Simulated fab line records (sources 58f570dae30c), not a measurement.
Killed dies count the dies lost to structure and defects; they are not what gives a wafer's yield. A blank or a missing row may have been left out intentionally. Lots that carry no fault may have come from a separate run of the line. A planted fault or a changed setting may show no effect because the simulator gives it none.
Split-lot trial	flow berkeley cmos170	5 lots, 23 wafers read, on a route of 331 steps

## THE SPLIT ITSELF
At UCB170_NWELL_IMPLANT_14, the setting dose cm2 was moved away from the recipe's 1e+13 on 9 of the 23 wafers read, by +5.2% to +7.5%. The other wafers ran this setting at the recipe's value.

## THE PATH FROM SPLIT TO READING: the file shows 1 step between them
- UCB170_NWELL_STRIP_15: strips in O2

## THE READING
NWELL_TW, at UCB170_NWELL_TW_MEAS_16. A value of 1243 with a standard deviation of 9.9 is what fault-free wafers of this fab line usually give.

wafer	tool, chamber at the split	dose cm2 as run	against the recipe	NWELL_TW	against lot-mates on the recipe
L076.1	implanter-01, 0	1e+13	recipe	1229	-
L076.2	implanter-01, 0	1e+13	recipe	1231	-
L076.3	implanter-01, 0	1.052e+13	+5.2%	1255	+25
L076.5	implanter-01, 0	1.052e+13	+5.2%	1249	+19
L076.6	implanter-01, 0	1.052e+13	+5.2%	1249	+19
L075.1	implanter-04, 0	1e+13	recipe	1245	-
L075.4	implanter-04, 0	1e+13	recipe	1254	-
L075.6	implanter-04, 0	1e+13	recipe	1256	-
L077.1	implanter-02, 0	1.075e+13	+7.5%	1263	+27
L077.3	implanter-02, 0	1.075e+13	+7.5%	1264	+28
L077.4	implanter-02, 0	1.075e+13	+7.5%	1264	+28
L077.5	implanter-02, 0	1e+13	recipe	1235	-
L077.6	implanter-02, 0	1e+13	recipe	1237	-
L083.1	implanter-02, 0	1.061e+13	+6.1%	1269	+30
L083.2	implanter-02, 0	1e+13	recipe	1241	-
L083.3	implanter-02, 0	1.061e+13	+6.1%	1258	+18
L083.4	implanter-02, 0	1.061e+13	+6.1%	1273	+34
L083.5	implanter-02, 0	1e+13	recipe	1238	-
L084.1	implanter-04, 0	1e+13	recipe	1253	-
L084.2	implanter-04, 0	1e+13	recipe	1251	-
L084.3	implanter-04, 0	1e+13	recipe	1250	-
L084.4	implanter-04, 0	1e+13	recipe	1255	-
L084.6	implanter-04, 0	1e+13	recipe	1258	-

FIT RESULTS
A straight line over all 23 wafers: NWELL_TW changes by +2.52 for each +1% of dose cm2; r = +0.67; the points scatter about the line by 9.
The same after taking each lot's own level away (the mean of its wafers on the recipe; 23 wafers): +3.98 for each +1%; r = +0.96; scatter 3.8.
The reading moves by 30 for the largest change in dose cm2, on that fit.
From 1230.0 to 1253.4: that is the span of the lots' own levels, equal to 2.4 times the standard deviation above.
So the lot-to-lot level blurs the effect unless lot-mates are compared.
Check: with one of the wafers moved furthest among these (+7.5%) left out of the fit, the line predicts +30.6 for it against its lot-mates. It came out at +27 against them.

## ADDITIONAL SPLITS CARRIED BY THESE WAFERS
These wafers also went through other splits before the reading. Each is held against what the fit with the lots' levels taken away leaves over:
other split on the same wafers	wafers away from the commonest value	r with NWELL_TW (lot level and that fit taken away)
UCB170_START_OXIDATION_02 temp c	15	+0.21

## THE FILE'S OWN FIT
NWELL_TW changes by +3.97 for each +1% of dose cm2, r = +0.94.
